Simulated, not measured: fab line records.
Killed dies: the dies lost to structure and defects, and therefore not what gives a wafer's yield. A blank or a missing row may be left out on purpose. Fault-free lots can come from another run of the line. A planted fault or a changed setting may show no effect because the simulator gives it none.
Struck lot and sound lot, side by side || flow berkeley_cmos170 || 14 steps out of a route of 331
Sound: these wafers, L723.1, L723.3, L723.5. Wafers struck: L738.1, L738.2, L738.6. Last of all comes the cause.
Order at every step that has rows: each side's tool, ch and its chambers, its first start. Under that, the readings that differ: sound wafers || struck wafers || difference of the means || sigmas: that difference in standard deviations of wafers without a fault.
alike: readings with means less than 2 such deviations apart, plus words and numbers identical on both sides. not compared: withheld readings, readings lacking a value on some wafer, bounds such as >300 that could conceal the same value, and numbers that have no deviation in the record and whose values overlap.
Wherever a step has rows on one side only, a row that says differs or no value, or a row with sigmas, the two part there. Numbers that have no deviation but don't overlap get no sigmas and don't part them. A reading that every wafer of one side lacks parts them only if that side has two wafers or more.

UCB170_START_BOW_MEAS_00:
  sound on film_metro-02, day 2 06:00; struck on film_metro-01, day 5 09:00
  alike: INCOMING_BOW
then, 2 steps without rows for these wafers: UCB170_START_CLEAN_01 (cleans in dHF, time 60 s); UCB170_START_OXIDATION_02 (target thk 20 nm, ox time 1800 s).
UCB170_START_THK_MEAS_03:
  sound on film_metro-02, day 2 10:29; struck on film_metro-01, day 5 14:23
  alike: START_OXIDE_THK
then, 7 steps without rows for these wafers: UCB170_START_ANNEAL_04 (time 1200 s); UCB170_ZERO_HMDS_00 (prime time 60 s); UCB170_ZERO_COAT_01 (resist thk 900 nm); UCB170_ZERO_SOFTBAKE_02 (time 60 s); UCB170_ZERO_EXPOSE_03 (exposes mask PM MARKS, target cd 4000 nm); UCB170_ZERO_PEB_04; UCB170_ZERO_DEVELOP_05 (develop time 45 s).
UCB170_ZERO_ETCH_06: etches SiO2 in CHF3/CF4/Ar, time 12 s.
  sound on rie_diel-03 ch 0,1,2, day 2 16:01; struck on rie_diel-04 ch 2,3, day 6 01:19
  alike: cf4_flow_sccm, drypump_motor_current_A, mfc_ar_sccm, oes_product_au, throttle_valve_pct
  not compared: rf_hours_counter_h
UCB170_ZERO_STRIP_07: strips in O2.
  sound on plasma_asher-03 ch 1, day 2 16:02; struck on plasma_asher-03 ch 0,1, day 6 01:20
{"reading": "o2_flow_sccm (sccm)", "sound": "399.9 400.5 400.2", "struck": "319.6 321.2 321.3", "difference": -79.5, "sigmas": -57}
{"reading": "oes_product_au (a.u.)", "sound": "0.723 0.735 0.726", "struck": "0.717 0.713 0.709", "difference": -0.015, "sigmas": -3}
{"reading": "strip_time_to_endpoint_s (s)", "sound": "21.45 21.49 21.46", "struck": "22.28 22.15 22.27", "difference": "+0.77", "sigmas": "+14"}
  alike: drypump_motor_current_A
  not compared: rf_hours_counter_h
then, 1 step without rows for these wafers: UCB170_NWELL_WET_ETCH_00 (etches SiO2 in dHF, time 200 s).

WHERE THEY PART
At UCB170_ZERO_STRIP_07 and nowhere else, as far as this record goes.

WHY: whatever the simulator had introduced
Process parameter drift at UCB170_ZERO_STRIP_07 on plasma_asher-03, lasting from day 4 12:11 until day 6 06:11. Setting o2_flow_sccm, moved by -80, from 400. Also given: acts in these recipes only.
